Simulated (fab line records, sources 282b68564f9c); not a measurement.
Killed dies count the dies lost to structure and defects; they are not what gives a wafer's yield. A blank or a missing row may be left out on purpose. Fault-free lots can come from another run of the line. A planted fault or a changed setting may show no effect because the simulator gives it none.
fab line records	flow rit-cmos
record: lots: 5	wafers: 27
route steps=202 shown ACTIVE@11 GATE@91 REOX@101 NLDD@103 PLDD@123 SPACER@125 M1@202
start-h: the number of hours between the record's first day and the start of the first shown wafer of the lot	wait-h: time in hours since the lot's previous step	" repeats the value in the row above	L1.1+2: one row covering several wafers at once	- either no value or no given start	* or withheld: withheld	< > ~ a bound
route shown NAME@n: NAME is a module with steps in the file, n the number in the route of the first one	usual: mean/standard deviation taken from wafers without a fault	same: alike in all rows	chamber/n: place in a boat	sites: each site's reading	_std_site: the values' standard deviation	_edge_site: the outer-site mean with the inner-site mean subtracted	radius-mm: how far each site lies from the wafer's centre	mask NAME#n: copy n	behind: the last tool/chamber to shape the wafer	hold: why the lot was held/for how many hours/how that ended	device: which transistor (n, p or np) failed to switch	end of line: tests run on the same wafers once the route is complete	a step without rows: its recipe alone	killed: count of dies lost to structure and defects at first sort (not the wafer's yield)	map: a wafer's dies, x killed, . not, _ none there
set.NAME: the setting as run; set.NAME@STEP: as run at that earlier step	model.NAME: the simulator's own value behind a step, which no gauge read
lots with deliberately changed settings; one table per step, one row per wafer
== steps ==
step: RIT_ACTIVE_DEVELOP_10
recipe: resist: NOVOLAK	develop-time-s: 50	dev-temp-c: 23
lot.wafer	tool	chamber	start-h	wait-h	set.develop-time-s
L075.1+3+6	litho-track-01	0	-	-	50
L075.2+4+5	"	0	"	"	32.93
L080.1+2+5	litho-track-01	0	-	-	50
L081.1+4+5	litho-track-04	0	-	-	50
L081.2+3+6	"	0	"	"	42.21
L082.1+2+4	litho-track-01	0	-	-	73.52
L082.3+5+6	"	0	"	"	50
L085.1+3+6	litho-track-01	0	-	-	59.45
L085.2+4+5	"	0	"	"	50
step: RIT_ACTIVE_CD_MEAS_11
recipe: target-cd-nm: 1400
usual: cd-nm: 1399.3/2.3
lot.wafer	tool	chamber	start-h	wait-h	set.develop-time-s@ACTIVE_DEVELOP_10	cd-nm
L075.1	cd-sem-02	-	23.11	-	50	1400.7
L075.2	"	-	"	"	32.93	1446.0
L075.3	"	-	"	"	50	1400.4
L075.4	"	-	"	"	32.93	1447.0
L075.5	"	-	"	"	32.93	1446.1
L075.6	"	-	"	"	50	1401.2
L080.1	cd-sem-02	-	45.58	-	50	1399.0
L080.2	"	-	"	"	50	1400.9
L080.5	"	-	"	"	50	1399.7
L081.1	cd-sem-01	-	51.29	-	50	1401.3
L081.2	"	-	"	"	42.21	1417.6
L081.3	"	-	"	"	42.21	1417.6
L081.4	"	-	"	"	50	1399.9
L081.5	"	-	"	"	50	1397.6
L081.6	"	-	"	"	42.21	1417.5
L082.1	cd-sem-01	-	55.12	-	73.52	1362.4
L082.2	"	-	"	"	73.52	1362.6
L082.3	"	-	"	"	50	1399.0
L082.4	"	-	"	"	73.52	1364.9
L082.5	"	-	"	"	50	1398.4
L082.6	"	-	"	"	50	1401.3
L085.1	cd-sem-02	-	70.88	-	59.45	1383.2
L085.2	"	-	"	"	50	1397.9
L085.3	"	-	"	"	59.45	1382.6
L085.4	"	-	"	"	50	1399.6
L085.5	"	-	"	"	50	1397.3
L085.6	"	-	"	"	59.45	1382.4
step: RIT_ACTIVE_HARDBAKE_12
recipe: resist: NOVOLAK	temp-c: 140	time-s: 60
step: RIT_ACTIVE_ETCH_13
recipe: stop-on: SiO2	chemistry: SF6	target: Si3N4	time-s: 210	over-etch-frac: 0.4	SF6_flow_sccm: 200	pressure-mtorr: 260	rf-w: 125	target-depth-a: 2100
lot.wafer	tool	chamber	start-h	wait-h	set.develop-time-s@ACTIVE_DEVELOP_10	model.ACTIVE.cd-nm
L075.1+6	rie-diel-04	0,3	23.38	0.1	50	1401
L075.2+5	"	2,0	"	"	32.93	1446
L075.3	"	3	"	"	50	1400
L075.4	"	1	"	"	32.93	1447
L080.1+5	rie-diel-04	3	45.90	0.1	50	1399
L080.2	"	1	"	"	50	1401
L081.1	rie-diel-03	0	51.56	0.1	50	1401
L081.2+3+6	"	3,1,3	"	"	42.21	1417
L081.4	"	2	"	"	50	1400
L081.5	"	2	"	"	50	1397
L082.1	rie-diel-01	3	55.64	0.1	73.52	1362
L082.2	"	2	"	"	73.52	1363
L082.3+5	"	1,3	"	"	50	1399
L082.4	"	0	"	"	73.52	1365
L082.6	"	2	"	"	50	1401
L085.1	rie-diel-01	0	71.15	0.1	59.45	1384
L085.2	"	1	"	"	50	1398
L085.3	"	2	"	"	59.45	1383
L085.4	"	3	"	"	50	1399
L085.5	"	3	"	"	50	1397
L085.6	"	0	"	"	59.45	1382
step: RIT_ACTIVE_STRIP_14
recipe: chemistry: O2	time-s: 180	resist: NOVOLAK	platen-temp-c: withheld	power-w: 500	pressure-mtorr: 4000	o2-flow-sccm: 4000
step: RIT_ACTIVE_CD_MEAS_90
recipe: target-cd-nm: 1400
usual: cd-nm: 1399.3/2.2
lot.wafer	tool	chamber	start-h	wait-h	set.develop-time-s@ACTIVE_DEVELOP_10	cd-nm
L075.1	cd-sem-02	-	23.69	0.1	50	1400.6
L075.2	"	-	"	"	32.93	1446.3
L075.3	"	-	"	"	50	1400.7
L075.4	"	-	"	"	32.93	1447.2
L075.5	"	-	"	"	32.93	1446.2
L075.6	"	-	"	"	50	1401.5
L080.1	cd-sem-01	-	46.21	0.1	50	1399.3
L080.2	"	-	"	"	50	1401.0
L080.5	"	-	"	"	50	1399.5
L081.1	cd-sem-02	-	51.87	0.1	50	1401.1
L081.2	"	-	"	"	42.21	1417.5
L081.3	"	-	"	"	42.21	1417.5
L081.4	"	-	"	"	50	1399.6
L081.5	"	-	"	"	50	1397.6
L081.6	"	-	"	"	42.21	1417.2
L082.1	cd-sem-02	-	55.95	0.1	73.52	1362.4
L082.2	"	-	"	"	73.52	1362.6
L082.3	"	-	"	"	50	1399.2
L082.4	"	-	"	"	73.52	1365.3
L082.5	"	-	"	"	50	1398.5
L082.6	"	-	"	"	50	1400.9
L085.1	cd-sem-02	-	71.46	0.1	59.45	1383.4
L085.2	"	-	"	"	50	1398.1
L085.3	"	-	"	"	59.45	1382.8
L085.4	"	-	"	"	50	1399.3
L085.5	"	-	"	"	50	1397.3
L085.6	"	-	"	"	59.45	1382.7
step: RIT_GATE_DEVELOP_15
recipe: resist: NOVOLAK	develop-time-s: 50	dev-temp-c: 23
lot.wafer	tool	chamber	start-h	wait-h	set.develop-time-s
L075.1+2+3+4+5+6	litho-track-01	0	-	-	50
L080.1+2+5	litho-track-04	0	-	-	50
L081.1+2+3+4+5+6	litho-track-04	0	-	-	50
L082.1+2+6	litho-track-04	0	-	-	50
L082.3+4+5	"	0	"	"	37.18
L085.1+2+4	litho-track-04	0	-	-	50
L085.3+5+6	"	0	"	"	60.42
step: RIT_REOX_OXIDATION_03
recipe: temp-c: 900	ambient: O2	target-thk-a: 252	ox-time-s: 5580
lot.wafer	tool	chamber	start-h	wait-h	set.ox-time-s	model.SiO2_of_REOX_OXIDATION_03.thk-nm	model.poly-Si_of_GATE_CVD_08.thk-nm
L075.1	-	-	-	1.2	5580	25.15	232.7
L075.2	"	-	"	"	5580	25.03	230.9
L075.3	"	-	"	"	5580	25.27	231.3
L075.4	"	-	"	"	5580	25.53	232.6
L075.5	"	-	"	"	5580	25.32	231.5
L075.6	"	-	"	"	5580	25.44	233
L080.1	furnace-04	0	74.44	0.3	5580	25.27	231.7
L080.2	"	0	"	"	5580	25.63	232
L080.5	"	0	"	"	5580	24.92	234.7
L081.1	-	-	-	0.6	2401	14.51	235.5
L081.2	"	-	"	"	2401	14.59	237.5
L081.3	"	-	"	"	2401	14.33	237
L081.4	"	-	"	"	2401	14.56	236.3
L081.5	"	-	"	"	2401	14.59	234.7
L081.6	"	-	"	"	2401	14.39	239.1
L082.1	-	-	-	0.0	2915	16.2	236.4
L082.2	"	-	"	"	2915	16.24	235.3
L082.3	"	-	"	"	2915	16.63	233.2
L082.4	"	-	"	"	2915	16.12	235.8
L082.5	"	-	"	"	2915	16.21	235.3
L082.6	"	-	"	"	2915	16.52	235.7
L085.1	-	-	-	0.5	8800	34.43	226.5
L085.2	"	-	"	"	8800	34.29	228.2
L085.3	"	-	"	"	8800	33.93	225.5
L085.4	"	-	"	"	8800	34.2	227.6
L085.5	"	-	"	"	8800	34.25	226.2
L085.6	"	-	"	"	8800	34.07	225.5
step: RIT_REOX_THK_MEAS_04
recipe: reads: SiO2_of_REOX_OXIDATION_03
usual: REOX_OXIDE_THK: 24.9/0.4
lot.wafer	tool	chamber	start-h	wait-h	set.ox-time-s@REOX_OXIDATION_03	REOX_OXIDE_THK[nm]
L075.1	film-metro-01	-	-	-	5580	25.2
L075.2	"	-	"	"	5580	25.0
L075.3	"	-	"	"	5580	25.2
L075.4	"	-	"	"	5580	25.5
L075.5	"	-	"	"	5580	25.3
L075.6	"	-	"	"	5580	25.4
L080.1	film-metro-02	-	76.99	0.0	5580	25.2
L080.2	"	-	"	"	5580	25.6
L080.5	"	-	"	"	5580	24.9
L081.1	film-metro-01	-	-	-	2401	14.5
L081.2	"	-	"	"	2401	14.6
L081.3	"	-	"	"	2401	14.3
L081.4	"	-	"	"	2401	14.5
L081.5	"	-	"	"	2401	14.5
L081.6	"	-	"	"	2401	14.4
L082.1	film-metro-01	-	-	-	2915	16.2
L082.2	"	-	"	"	2915	16.3
L082.3	"	-	"	"	2915	16.6
L082.4	"	-	"	"	2915	16.1
L082.5	"	-	"	"	2915	16.2
L082.6	"	-	"	"	2915	16.5
L085.1	film-metro-02	-	-	-	8800	34.4
L085.2	"	-	"	"	8800	34.3
L085.3	"	-	"	"	8800	34.0
L085.4	"	-	"	"	8800	34.2
L085.5	"	-	"	"	8800	34.3
L085.6	"	-	"	"	8800	34.1
step: RIT_NLDD_HMDS_00
recipe: prime-time-s: 60	prime-temp-c: 140
step: RIT_NLDD_COAT_01
recipe: resist: NOVOLAK	spin-rpm: 3250	resist-thk-nm: 1000
step: RIT_PLDD_STRIP_09
recipe: chemistry: O2	time-s: 180	resist: NOVOLAK	platen-temp-c: withheld	power-w: 500	pressure-mtorr: 4000	o2-flow-sccm: 4000
step: RIT_SPACER_CLEAN_00
recipe: chemistry: SC1	mix: 3:3:50	time-s: 600	temp-c: 75
lot.wafer	tool	chamber	start-h	wait-h	set.ox-time-s@REOX_OXIDATION_03	model.SiO2_of_REOX_OXIDATION_03.thk-nm
L075.1	wet-bench-04	3	58.05	0.1	5580	23.24
L075.2	"	3	"	"	5580	23.12
L075.3	"	3	"	"	5580	23.32
L075.4	"	3	"	"	5580	23.57
L075.5	"	3	"	"	5580	23.39
L075.6	"	3	"	"	5580	23.49
L080.1	wet-bench-01	1	80.02	0.1	5580	23.31
L080.2	"	1	"	"	5580	23.64
L080.5	"	1	"	"	5580	22.99
L081.1	wet-bench-04	1	81.68	0.1	2401	13.4
L081.2	"	1	"	"	2401	13.48
L081.3	"	1	"	"	2401	13.23
L081.4	"	1	"	"	2401	13.44
L081.5	"	1	"	"	2401	13.47
L081.6	"	1	"	"	2401	13.29
L082.1	wet-bench-03	2	85.17	0.1	2915	14.96
L082.2	"	2	"	"	2915	15
L082.3	"	2	"	"	2915	15.37
L082.4	"	2	"	"	2915	14.89
L082.5	"	2	"	"	2915	14.98
L082.6	"	2	"	"	2915	15.26
L085.1	wet-bench-03	2	107.80	0.1	8800	31.82
L085.2	"	2	"	"	8800	31.7
L085.3	"	2	"	"	8800	31.35
L085.4	"	2	"	"	8800	31.6
L085.5	"	2	"	"	8800	31.65
L085.6	"	2	"	"	8800	31.48
step: RIT_SPACER_ETCHBACK_05
recipe: target-depth-a: 2500	SF6_flow_sccm: 30	CHF3_flow_sccm: 30	target: Si3N4	chemistry: SF6/CHF3	pressure-mtorr: 40	rf-w: 250	time-s: 240	stop-on: SiO2
usual: oes-product-au: 0.840/0.011
lot.wafer	tool	chamber	start-h	wait-h	set.target-depth-a	oes-product-au	model.Si3N4_of_SPACER_CVD_03.thk-nm	model.poly-Si_of_GATE_CVD_08.thk-nm	model.SiO2_of_FOX2_OXIDATION_00.thk-nm
L075.1	rie-diel-02	1	60.40	0.1	2500	0.841	196.5	167.2	177.5
L075.2	"	0	"	"	2965	0.758	185	152.1	171.1
L075.3	"	2	"	"	2965	0.764	188.4	156.2	167.7
L075.4	"	3	"	"	2500	0.840	193.4	164.7	171.9
L075.5	"	0	"	"	2500	0.847	194.2	162	169.9
L075.6	"	1	"	"	2965	0.763	189.1	157.7	168.7
L080.1	rie-diel-02	2	82.38	0.1	2500	0.851	194.7	166.5	182.8
L080.2	"	0	"	"	2500	0.833	191.7	163.2	182.9
L080.5	"	0	"	"	2500	0.832	191.9	166.1	182.3
L081.1	rie-diel-03	2	84.03	0.1	3601	0.669	174.4	145.2	156.3
L081.2	"	0	"	"	3601	0.688	175.6	149.3	160.5
L081.3	"	3	"	"	2500	0.839	195	172.1	177.8
L081.4	"	0	"	"	2500	0.853	194.2	171.1	184.1
L081.5	"	2	"	"	2500	0.818	192.8	168.1	178.8
L081.6	"	3	"	"	3601	0.690	177.6	151.4	157.9
L082.1	rie-diel-02	3	87.54	0.1	2500	0.847	194.8	168.6	176.4
L082.2	"	2	"	"	2500	0.838	196.4	170.2	172.6
L082.3	"	0	"	"	2500	0.839	194.8	164.7	181.3
L082.4	"	1	"	"	2500	0.839	196.7	169.7	181.1
L082.5	"	1	"	"	2500	0.843	195	168.8	175.1
L082.6	"	0	"	"	2500	0.845	193.9	167.2	180.4
L085.1	rie-diel-03	1	110.15	0.1	3600	0.673	175	137.4	163.1
L085.2	"	0	"	"	2500	0.847	191.6	161.7	184.1
L085.3	"	3	"	"	2500	0.841	194.4	159.8	187.3
L085.4	"	2	"	"	2500	0.827	194.5	161	183.2
L085.5	"	1	"	"	3600	0.676	175.3	136.8	163.6
L085.6	"	0	"	"	3600	0.686	172.1	135.5	165
step: RIT_M1_PROBE_99
usual: killed-at-contacts: 0.1/0.28	killed-at-front-end: 6.1/2.6	killed-dies: 6.2/2.6	killed-open: 3.1/1.8	killed-short: 3.2/2
same: gross-dies: 264	killed_at_M0_to_M3: 0	killed_at_M4_up: 0	killed-at-back-side: 0	killed-at-other: 0
lot.wafer	tool	chamber	start-h	wait-h	set.develop-time-s@GATE_DEVELOP_15	set.ox-time-s@REOX_OXIDATION_03	killed-at-contacts	killed-at-front-end	killed-dies	killed-open	killed-short	model.etest.nldd.rs-ohm-sq	model.etest.nmos_0p15.drive-ua-um	model.etest.nmos_0p15.r-on-ohm-um	model.etest.nmos_0p3.r-on-ohm-um	model.etest.pmos_0p15.r-on-ohm-um	model.etest.pmos_0p3.r-on-ohm-um
L075.1	prober-02	-	71.29	0.1	50	5580	0	1	1	1	0	373	472.2	1115	2147	2756	6205
L075.2	prober-02	-	71.34	0.1	50	5580	0	6	6	4	2	-	-	-	-	-	-
L075.3	prober-02	-	71.39	0.2	50	5580	0	4	4	2	2	373	456.6	1391	2370	3129	6581
L075.4	prober-02	-	71.44	0.2	50	5580	1	6	7	4	3	380.6	479.6	1168	2166	2813	6252
L075.5	prober-02	-	71.49	0.2	50	5580	0	7	7	2	5	379.1	461.6	1198	2198	2846	6234
L075.6	prober-02	-	71.54	0.2	50	5580	0	3	3	2	1	375.8	453.6	1393	2353	3111	6511
L080.1	prober-01	-	93.61	0.1	50	5580	0	6	6	5	1	364.1	487.8	1089	2098	2817	6330
L080.2	prober-01	-	93.66	0.1	50	5580	0	6	6	5	1	371.5	486.3	1171	2174	2909	6464
L080.5	prober-01	-	93.81	0.2	50	5580	1	4	5	2	3	356	484.8	1142	2158	2873	6373
L081.1	prober-02	-	95.11	0.1	50	2401	0	7	7	3	4	249.2	-	-	-	-	-
L081.2	prober-02	-	95.16	0.1	50	2401	0	7	7	3	4	-	-	-	-	-	-
L081.3	prober-02	-	95.21	0.2	50	2401	0	6	6	3	3	248.3	500	996.4	2068	2129	5695
L081.4	prober-02	-	95.26	0.2	50	2401	0	9	9	8	1	253.1	500.9	1011	2059	2195	5680
L081.5	prober-02	-	95.31	0.2	50	2401	0	12	12	5	7	254.5	507.5	1019	2061	2141	5544
L081.6	prober-02	-	95.36	0.2	50	2401	0	7	7	3	4	-	-	-	-	-	-
L082.1	prober-01	-	98.32	0.1	50	2915	0	6	6	3	3	255.9	500.6	1040	2064	2279	5710
L082.2	prober-01	-	98.37	0.1	50	2915	0	6	6	3	3	258.8	492.9	1015	2038	2303	5730
L082.3	prober-01	-	98.42	0.2	37.18	2915	0	264	264	5	4	262.4	335.6	1437	2434	3540	6962
L082.4	prober-01	-	98.47	0.2	37.18	2915	0	264	264	1	7	257.5	334.8	1394	2437	3461	6965
L082.5	prober-01	-	98.52	0.2	37.18	2915	0	264	264	4	4	259.1	327.4	1432	2434	3521	6972
L082.6	prober-01	-	98.57	0.2	50	2915	1	6	7	5	2	261.8	489.1	1075	2086	2340	5733
L085.1	prober-02	-	121.15	0.1	50	8800	0	5	5	1	4	-	-	-	-	-	-
L085.2	prober-02	-	121.20	0.1	50	8800	0	4	4	2	2	610.1	370.1	1550	2548	4612	8264
L085.3	prober-02	-	121.25	0.2	60.42	8800	0	234	234	6	1	589.5	477.8	1275	2301	3689	7326
L085.4	prober-02	-	121.30	0.2	50	8800	1	5	6	3	3	606.5	370	1530	2530	4547	8266
L085.5	prober-02	-	121.35	0.2	60.42	8800	0	234	234	8	4	-	-	-	-	-	-
L085.6	prober-02	-	121.40	0.2	60.42	8800	0	236	236	3	3	-	-	-	-	-	-
killed by level:class
L075.1 GATE:geometric-particle:open=1
L075.2 FOX1:geometric-particle:open=2 GATE:geometric-particle:short=1 REOX:geometric-particle:open=1 SPACER:geometric-particle:open=1 SPACER:geometric-particle:short=1
L075.3 FOX1:geometric-particle:open=1 FOX1:geometric-particle:short=1 SPACER:geometric-particle:short=1 SPACER:geometric-particle:open=1
L075.4 GATE:geometric-particle:short=2 GATE:geometric-particle:open=1 REOX:geometric-particle:short=1 REOX:geometric-particle:open=1 SPACER:geometric-particle:open=1 CONTACT:geometric-particle:open=1
L075.5 FOX1:geometric-particle:short=3 FOX2:geometric-particle:open=1 FOX2:geometric-particle:short=1 GATE:geometric-particle:open=1 GATE:geometric-particle:short=1
L075.6 GATE:geometric-particle:short=1 GATE:geometric-particle:open=1 SPACER:geometric-particle:open=1
L080.1 GATE:geometric-particle:open=5 GATE:geometric-particle:short=1
L080.2 FOX1:geometric-particle:open=2 FOX2:geometric-particle:open=2 FOX2:geometric-particle:short=1 GATE:geometric-particle:open=1
L080.5 GATE:geometric-particle:short=1 GATE:geometric-particle:open=1 REOX:geometric-particle:short=1 SILICIDE:geometric-particle:short=1 CONTACT:geometric-particle:open=1
L081.1 GATE:geometric-particle:open=3 FOX1:geometric-particle:short=2 REOX:geometric-particle:short=1 SPACER:geometric-particle:short=1
L081.2 REOX:geometric-particle:open=2 FOX1:geometric-particle:short=1 FOX2:geometric-particle:open=1 GATE:geometric-particle:short=1 REOX:geometric-particle:short=1 SILICIDE:geometric-particle:short=1
L081.3 SPACER:geometric-particle:short=2 FOX1:geometric-particle:open=1 FOX2:geometric-particle:open=1 REOX:geometric-particle:open=1 REOX:geometric-particle:short=1
L081.4 FOX1:geometric-particle:open=3 GATE:geometric-particle:open=3 REOX:geometric-particle:open=2 FOX1:geometric-particle:short=1
L081.5 GATE:geometric-particle:short=6 GATE:geometric-particle:open=2 FOX1:geometric-particle:open=1 FOX2:geometric-particle:open=1 REOX:geometric-particle:open=1 SILICIDE:geometric-particle:short=1
L081.6 FOX1:geometric-particle:short=1 FOX1:geometric-particle:open=1 GATE:geometric-particle:short=1 GATE:geometric-particle:open=1 REOX:geometric-particle:short=1 REOX:geometric-particle:open=1 SPACER:geometric-particle:short=1
L082.1 GATE:geometric-particle:short=2 GATE:geometric-particle:open=1 REOX:geometric-particle:open=1 SILICIDE:geometric-particle:open=1 SILICIDE:geometric-particle:short=1
L082.2 GATE:geometric-particle:short=3 GATE:geometric-particle:open=2 REOX:geometric-particle:open=1
L082.3 GATE:area-develop=255 FOX2:geometric-particle:open=2 GATE:geometric-particle:short=2 SILICIDE:geometric-particle:short=2 SILICIDE:geometric-particle:open=2 REOX:geometric-particle:open=1
L082.4 GATE:area-develop=256 FOX1:geometric-particle:short=2 REOX:geometric-particle:short=2 SILICIDE:geometric-particle:short=2 GATE:geometric-particle:short=1 REOX:geometric-particle:open=1
L082.5 GATE:area-develop=256 GATE:geometric-particle:open=2 SILICIDE:geometric-particle:short=2 GATE:geometric-particle:short=1 REOX:geometric-particle:short=1 SPACER:geometric-particle:open=1 SILICIDE:geometric-particle:open=1
L082.6 GATE:geometric-particle:open=3 SPACER:geometric-particle:open=1 SILICIDE:geometric-particle:open=1 SILICIDE:geometric-particle:short=1 CONTACT:geometric-particle:short=1
L085.1 GATE:geometric-particle:short=3 REOX:geometric-particle:short=1 SILICIDE:geometric-particle:open=1
L085.2 GATE:geometric-particle:short=1 REOX:geometric-particle:short=1 REOX:geometric-particle:open=1 SILICIDE:geometric-particle:open=1
L085.3 GATE:area-develop=227 GATE:geometric-particle:open=6 GATE:geometric-particle:short=1
L085.4 GATE:geometric-particle:short=1 REOX:geometric-particle:open=1 REOX:geometric-particle:short=1 SPACER:geometric-particle:open=1 SILICIDE:geometric-particle:short=1 CONTACT:geometric-particle:open=1
L085.5 GATE:area-develop=222 SILICIDE:geometric-particle:open=4 GATE:geometric-particle:short=3 GATE:geometric-particle:open=2 SPACER:geometric-particle:open=2 SILICIDE:geometric-particle:short=1
L085.6 GATE:area-develop=230 REOX:geometric-particle:open=2 FOX1:geometric-particle:short=1 GATE:geometric-particle:short=1 REOX:geometric-particle:short=1 SILICIDE:geometric-particle:open=1
== key ==
split: step: RIT_ACTIVE_DEVELOP_10	setting: develop-time-s	stated: 50	by: wafer
response: step: RIT_ACTIVE_CD_MEAS_11	reading: cd-nm	change: -0.964	per: 1%	r: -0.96
response: step: RIT_ACTIVE_ETCH_13	reading: model.ACTIVE.cd-nm	change: -0.962	per: 1%	r: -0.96
response: step: RIT_ACTIVE_CD_MEAS_90	reading: cd-nm	change: -0.961	per: 1%	r: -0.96
split: step: RIT_GATE_DEVELOP_15	setting: develop-time-s	stated: 50	by: wafer
response: step: RIT_M1_PROBE_99	reading: model.etest.pmos_0p15.r-on-ohm-um	change: -45.9	per: 1%	r: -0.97
response: step: RIT_M1_PROBE_99	reading: model.etest.pmos_0p3.r-on-ohm-um	change: -47.7	per: 1%	r: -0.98
response: step: RIT_M1_PROBE_99	reading: model.etest.nmos_0p15.r-on-ohm-um	change: -14.3	per: 1%	r: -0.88
response: step: RIT_M1_PROBE_99	reading: model.etest.nmos_0p3.r-on-ohm-um	change: -13.8	per: 1%	r: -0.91
response: step: RIT_M1_PROBE_99	reading: model.etest.nmos_0p15.drive-ua-um	change: +6.05	per: 1%	r: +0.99
split: step: RIT_REOX_OXIDATION_03	setting: ox-time-s	stated: 5580	by: lot
response: step: RIT_REOX_OXIDATION_03	reading: model.SiO2_of_REOX_OXIDATION_03.thk-nm	change: +0.173	per: 1%	r: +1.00
response: step: RIT_REOX_OXIDATION_03	reading: model.poly-Si_of_GATE_CVD_08.thk-nm	change: -0.0843	per: 1%	r: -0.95
response: step: RIT_REOX_THK_MEAS_04	reading: REOX_OXIDE_THK	change: +0.173	per: 1%	r: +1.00
response: step: RIT_SPACER_CLEAN_00	reading: model.SiO2_of_REOX_OXIDATION_03.thk-nm	change: +0.16	per: 1%	r: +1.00
response: step: RIT_M1_PROBE_99	reading: model.etest.nldd.rs-ohm-sq	change: +2.96	per: 1%	r: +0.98
split: step: RIT_SPACER_ETCHBACK_05	setting: target-depth-a	stated: 2500	by: wafer
response: step: RIT_SPACER_ETCHBACK_05	reading: oes-product-au	change: -0.00363	per: 1%	r: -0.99
response: step: RIT_SPACER_ETCHBACK_05	reading: model.Si3N4_of_SPACER_CVD_03.thk-nm	change: -0.423	per: 1%	r: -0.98
response: step: RIT_SPACER_ETCHBACK_05	reading: model.poly-Si_of_GATE_CVD_08.thk-nm	change: -0.521	per: 1%	r: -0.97
response: step: RIT_SPACER_ETCHBACK_05	reading: model.SiO2_of_FOX2_OXIDATION_00.thk-nm	change: -0.466	per: 1%	r: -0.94
